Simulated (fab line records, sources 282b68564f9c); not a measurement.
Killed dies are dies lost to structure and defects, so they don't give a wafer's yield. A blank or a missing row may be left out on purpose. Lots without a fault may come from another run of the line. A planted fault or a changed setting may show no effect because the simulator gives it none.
Which tool did it? | flow rit_cmos | 14 lots, 42 wafers sampled, at 2 steps of a route of 202

WHAT THE GAUGES READ, wafer by wafer
RIT_GATE_THK_MEAS_07. Usual: GATE_OXIDE_THK 3.04 nm, standard deviation 0.07.
lot  | measured    | on            | GATE_OXIDE_THK (nm) | flag
L418 | day 2 11:50 | film_metro-04 | 3.02 3.07 3.07      |
L420 | day 3 01:04 | film_metro-02 | 2.99 3.00 2.94      |
L421 | day 3 04:35 | film_metro-04 | 3.11 3.14 3.08      |
L423 | day 3 16:10 | film_metro-01 | 3.05 2.98 2.98      |
L425 | day 3 21:32 | film_metro-04 | 3.09 3.06 3.00      |
L426 | day 4 06:54 | film_metro-01 | 3.10 2.98 3.06      |
L427 | day 4 10:50 | film_metro-02 | 2.56 2.59 2.64      | OFF
L428 | day 4 13:33 | film_metro-01 | 3.16 3.11 3.17      |
L429 | day 4 17:58 | film_metro-01 | 2.58 2.67 2.64      | OFF
L430 | day 5 01:53 | film_metro-04 | 2.93 2.98 3.00      |
L431 | day 5 03:45 | film_metro-04 | 2.94 3.04 2.95      |
L432 | day 5 07:23 | film_metro-01 | 3.08 3.11 3.11      |
L437 | day 6 10:25 | film_metro-02 | 2.92 2.89 2.98      |
L441 | day 7 07:06 | film_metro-04 | 3.03 3.05 3.08      |

WHICH TOOL RAN EACH LOT (tool, then ch and the chambers of the sampled wafers, then the start)
lot  | RIT_GATE_OXIDATION_05
L418 | furnace-01 ch 0, day 2 10:28
L420 | furnace-01 ch 0, day 2 23:44
L421 | furnace-04 ch 0, day 3 03:14
L423 | furnace-01 ch 0, day 3 14:31
L425 | furnace-03 ch 0, day 3 19:58
L426 | furnace-03 ch 0, day 4 03:58
L427 | furnace-03 ch 0, day 4 09:31
L428 | furnace-04 ch 0, day 4 11:45
L429 | furnace-03 ch 0, day 4 16:38
L430 | furnace-01 ch 0, day 4 22:36
L431 | furnace-01 ch 0, day 5 02:25
L432 | furnace-01 ch 0, day 5 06:03
L437 | furnace-01 ch 0, day 6 09:05
L441 | furnace-04 ch 0, day 7 04:28
- RIT_GATE_OXIDATION_05: target thk 3 nm, ox time 270 s.

WHAT THE TOOLS THEMSELVES READ (means of the sampled wafers that have a number; where no wafer has one, the mark that the record gives instead)
RIT_GATE_OXIDATION_05. Usual: spike_tc_centre_C 902.7 C, standard deviation 1.8; spike_tc_load_C 924.5 C, standard deviation 2; spike_tc_source_C 926.9 C, standard deviation 2.8; tube_center_temp_C 900.01 C, standard deviation 0.078; tube_center_temp_C_max 902.3, standard deviation 0.38.
lot  | tool       | spike_tc_centre_C (C) | spike_tc_load_C (C) | spike_tc_source_C (C) | tube_center_temp_C (C) | tube_center_temp_C_max | flag
L418 | furnace-01 | 901.2                 | 921.8               | 923.3                 | 900.01                 | 902.2                  |
L420 | furnace-01 | 901.9                 | 922.8               | 922.2                 | 899.99                 | 902.9                  |
L421 | furnace-04 | 901.1                 | 924.4               | 929.0                 | 900.01                 | 902.3                  |
L423 | furnace-01 | 901.9                 | 922.9               | 923.6                 | 900.03                 | 902.0                  |
L425 | furnace-03 | 904.4                 | 926.7               | 928.2                 | 900.03                 | 902.3                  |
L426 | furnace-03 | 906.1                 | 927.0               | 927.9                 | 900.00                 | 902.2                  |
L427 | furnace-03 | 892.0                 | 915.0               | 917.6                 | 888.12                 | 890.7                  | OFF
L428 | furnace-04 | 901.1                 | 924.4               | 928.9                 | 899.95                 | 902.0                  |
L429 | furnace-03 | 893.0                 | 914.4               | 916.1                 | 888.15                 | 890.2                  | OFF
L430 | furnace-01 | 900.7                 | 923.0               | 923.0                 | 900.04                 | 902.3                  |
L431 | furnace-01 | 901.4                 | 922.8               | 923.8                 | 900.03                 | 902.0                  |
L432 | furnace-01 | 901.6                 | 922.9               | 924.0                 | 899.95                 | 902.0                  |
L437 | furnace-01 | 901.7                 | 922.3               | 923.5                 | 900.00                 | 902.3                  |
L441 | furnace-04 | 900.5                 | 924.1               | 928.0                 | 899.98                 | 902.3                  |

THE ANSWER, worked out from the rows above alone
Rule: a lot is off if the mean of its wafers that have a number lies more than 3 standard deviations from the usual mean. A lot without any number at a reading at which 4 lots or more have one is off too. The other lots that the step has rows for count as sound. The gauges are gone through in route order, then the tools' own readings, and for those a lot's mean is taken as printed above. The first step at which some lot is off is used, and at that step the reading that is off furthest; a lot without a number counts as furthest.
Off: L427, L429, at RIT_GATE_THK_MEAS_07 (GATE_OXIDE_THK).
A tool fits if, at a process step before that reading, it ran every lot that is off, and no sound lot after the first of them. The gauges at RIT_GATE_THK_MEAS_07 aren't tried: what is off there is off at RIT_GATE_OXIDATION_05 too, on other tools, and a gauge's error can't cause that. One fits: furnace-03 at RIT_GATE_OXIDATION_05. Its last sound lot is L426 (day 4 03:58), its first lot that is off L427 (day 4 09:31): a fault that began between those two fits.
The tool's own readings at RIT_GATE_OXIDATION_05 bear it out: on the lots that are off they differ by more than 5 times the standard deviation of the sound lots' means. spike_tc_centre_C reads 892.5 C there against 902.0 C on the sound lots; spike_tc_load_C reads 914.7 C there against 923.8 C on the sound lots; tube_center_temp_C reads 888.13 C there against 900.00 C on the sound lots; tube_center_temp_C_max reads 890.5 there against 902.2 on the sound lots.

WHAT THE SIMULATOR HAD PUT IN
Process parameter drift: furnace-03, from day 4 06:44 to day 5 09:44, at RIT_GATE_OXIDATION_05. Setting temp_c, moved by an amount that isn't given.
Lots struck among those shown: L427, L429. The rule above found the same.
